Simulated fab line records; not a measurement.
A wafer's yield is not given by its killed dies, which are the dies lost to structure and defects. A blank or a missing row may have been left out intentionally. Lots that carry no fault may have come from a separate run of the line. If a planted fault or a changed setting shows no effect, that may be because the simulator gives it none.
Struck lot and sound lot, side by side / flow ritCmos / 20 steps out of a route of 202
Sound: wafers L493.2, L493.5, L493.6. The struck wafers were L499.4, L499.5, L499.6. Last of all comes the cause.
Each step with rows lists, per side, the tool, then ch with its chambers, then its first start. Under that, the readings that differ: sound wafers / struck wafers / difference of the means / sigmas: that difference in standard deviations of wafers without a fault.
alike: words and numbers the same on both sides, and readings whose means are apart by under 2 such deviations; not compared: readings that were withheld, readings missing a value for some wafer, numbers with overlapping values and no deviation given by the record, and bounds like >300 which may hide the same value.
Wherever a step has rows on one side only, a row that says differs or no value, or a row with sigmas, the two part there. Numbers that don't overlap but have no deviation are shown without sigmas and don't part them. A reading that every wafer of one side lacks parts them only if that side has two wafers or more.

first, 2 steps without rows for these wafers: RIT_NWELL_HARDBAKE_07 (time 120 s); RIT_NWELL_IMPLANT_08.
RIT_NWELL_STRIP_09: strips in O2, time 180 s.
  sound on plasmaAsher-04 ch 0,1, day 2 05:27; struck on plasmaAsher-03 ch 0,1, day 3 08:48
  alike: drypumpMotorCurrentA
  not compared: rfHoursCounterH
RIT_NWELL_TW_MEAS_10:
  sound on filmMetro-03, day 2 05:38; struck on filmMetro-01, day 3 08:57
reading=NWELL_TW; sound=2191 2177 2195; struck=2115 2102 2112; difference=-78; sigmas=-2
then, 6 steps without rows for these wafers: RIT_PWELL_HMDS_00 (prime time 60 s); RIT_PWELL_COAT_01 (resist thk 1300 nm); RIT_PWELL_SOFTBAKE_02 (time 59.02 s); RIT_PWELL_EXPOSE_03 (exposes mask M3, target cd 43700 nm); RIT_PWELL_PEB_04; RIT_PWELL_DEVELOP_05 (develop time 68 s).
RIT_PWELL_OVL_MEAS_06:
  sound on overlay-01, day 2 06:42; struck on overlay-02, day 3 09:52
  alike: PWELL_OVL
then, 1 step without rows for these wafers: RIT_PWELL_HARDBAKE_07 (time 120 s).
RIT_PWELL_IMPLANT_08:
  sound on implanter-03 ch 0, day 2 07:00; struck on implanter-04 ch 0, day 3 10:13
  alike: beamOnS
RIT_PWELL_STRIP_09: strips in O2, time 180 s.
  sound on plasmaAsher-02 ch 0,1, day 2 07:08; struck on plasmaAsher-01 ch 0,1, day 3 10:21
  alike: drypumpMotorCurrentA
  not compared: rfHoursCounterH
RIT_PWELL_TW_MEAS_10:
  sound on filmMetro-01, day 2 07:19; struck on filmMetro-03, day 3 10:30
  alike: PWELL_TW
then, 1 step without rows for these wafers: RIT_WELLDRIVE_ANNEAL_00 (time 14700 s).
RIT_WELLDRIVE_RS_MEAS_01: measurement is done with a four-point probe.
  sound on filmMetro-04, day 2 12:39; struck on filmMetro-03, day 3 15:50
  alike: NWELL_RS
RIT_WELLDRIVE_RS_MEAS_02: measurement is done with a four-point probe.
  sound on filmMetro-04, day 2 12:46; struck on filmMetro-03, day 3 15:58
reading=PWELL_RS (ohm/sq); sound=429.7 430.1 429.3; struck=461.8 462.7 462.2; difference=+32.5; sigmas=+30
then, 1 step without rows for these wafers: RIT_NRETRO_HMDS_00 (prime time 60 s).
RIT_M1_PROBE_99:
  sound on prober-01, day 3 18:38; struck on prober-01, day 4 21:23
reading=model.etest.nmos_0p3.rOnOhmUm; sound=2182 2176 2130; struck=2047 2052 2086; difference=-101; sigmas=
reading=model.etest.pwellPinched.rsOhmSqRange; sound=10.97 26.8 17.37; struck=81.83 72.65 67.53; difference=+55.62; sigmas=
reading=model.etest.pwellPinched.rsOhmSq; sound=457.9 459.2 458.1; struck=482.5 482.6 483; difference=+24.3; sigmas=
reading=model.etest.nmos_0p15.driveUaUmRange; sound=13.16 10.06 16.9; struck=47.73 49.6 48.41; difference=+35.21; sigmas=
reading=model.etest.pwell.rsOhmSq; sound=417.1 417.4 415.3; struck=446.6 447.5 444.1; difference=+29.5; sigmas=
reading=model.etest.pwellPinched.rsOhmSqRimLessCentre; sound=-1.301 -4.805 -3.304; struck=-45.04 -42.57 -35.46; difference=-37.89; sigmas=
reading=model.etest.nmosTurned.driveUaUm; sound=319.6 327.7 335.1; struck=352.4 351 348.2; difference=+23.1; sigmas=
reading=model.etest.nmos_0p15.driveUaUm; sound=455.3 465.8 482.3; struck=499.3 502.2 502.3; difference=+33.5; sigmas=
  alike: killedAtFrontEnd, killedDies, killedOpen, killedShort

## WHERE THEY PART
At RIT_NWELL_TW_MEAS_10 first; at RIT_WELLDRIVE_RS_MEAS_02 last (within this record only). Later steps at which nothing parts them and some readings are alike: RIT_M1_PROBE_99.

WHY: what the simulator had put in
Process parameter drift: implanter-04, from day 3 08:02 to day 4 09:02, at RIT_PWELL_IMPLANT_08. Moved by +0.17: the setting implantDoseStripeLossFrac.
